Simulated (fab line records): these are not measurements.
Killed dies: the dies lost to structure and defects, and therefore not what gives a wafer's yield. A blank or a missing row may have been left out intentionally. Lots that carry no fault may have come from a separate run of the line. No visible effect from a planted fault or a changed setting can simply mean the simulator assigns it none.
Split-lot trial	flow rit_cmos	on a route of 202 steps: 5 lots, 14 wafers read

== THE SPLIT ITSELF ==
At RIT_M1_METAL_ETCH_12 (etches Al in Cl2/BCl3, stops on SiO2, time 165 s, target depth 600 nm), the setting rf_w was moved away from the recipe's 250 W on 4 of the 14 wafers read, by -3.8% to +11.2%. For the rest of the wafers, this setting stayed at what the recipe calls for.

The reading is taken at the split's own step.

== THE READING ==
NOVOLAK_of_M1_COAT_04.thk_nm (the simulator's own value, which no gauge read), in nm, at RIT_M1_METAL_ETCH_12 (etches Al in Cl2/BCl3, stops on SiO2, time 165 s, target depth 600 nm). The file gives no usual value for it. Across the 10 wafers here that went through the recipe, the average is 803.1 nm and the standard deviation 3.8 nm.

wafer	tool, chamber at the split	rf_w as run, W	against the recipe	NOVOLAK_of_M1_COAT_04.thk_nm, nm	against lot-mates on the recipe
L076.1	rie_metal-01, 0	240.4	-3.8%	816.7	+11.4
L076.4	rie_metal-01, 1	240.4	-3.8%	815.9	+10.6
L076.5	rie_metal-01, 1	250	recipe	805.3	-
L078.1	rie_metal-03, 0	250	recipe	812.2	-
L078.2	rie_metal-03, 1	266.9	+6.8%	777.9	-27.5
L078.6	rie_metal-03, 1	250	recipe	798.6	-
L079.1	rie_metal-01, 1	250	recipe	804.6	-
L079.2	rie_metal-01, 0	250	recipe	805.8	-
L079.6	rie_metal-01, 1	250	recipe	800.3	-
L080.2	rie_metal-04, 0	250	recipe	802.3	-
L080.5	rie_metal-04, 0	250	recipe	800.2	-
L082.2	rie_metal-01, 0	250	recipe	800.2	-
L082.3	rie_metal-01, 1	250	recipe	801.4	-
L082.4	rie_metal-01, 0	278	+11.2%	764.7	-36.1

FIT RESULTS
A straight line over all 14 wafers: NOVOLAK_of_M1_COAT_04.thk_nm changes by -3.49 nm for each +1% of rf_w; r = -0.97; the points scatter about the line by 3.5 nm.
The same after taking each lot's own level away (the mean of its wafers on the recipe; 14 wafers): -3.34 nm for each +1%; r = -0.97; scatter 3.4 nm.
The reading moves by 37 nm for the largest change in rf_w, on that fit.
Across the lots, their own levels run from 800.80 to 805.40 nm, a range of 1.2 times the standard deviation given above.
Hence the lot-to-lot level has little effect on the slope; both slopes agree.
Check: -41 nm against its lot-mates is what the line predicts for one of the wafers moved furthest among these (+11.2%) when that wafer is left out of the fit. It came out at -36.1 nm against them.
Tool readings at the split's step, against how far the setting was moved: oes_product_au r = -0.26.

== FILE'S OWN FIT ==
NOVOLAK_of_M1_COAT_04.thk_nm changes by -3.4 nm for each +1% of rf_w, r = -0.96.
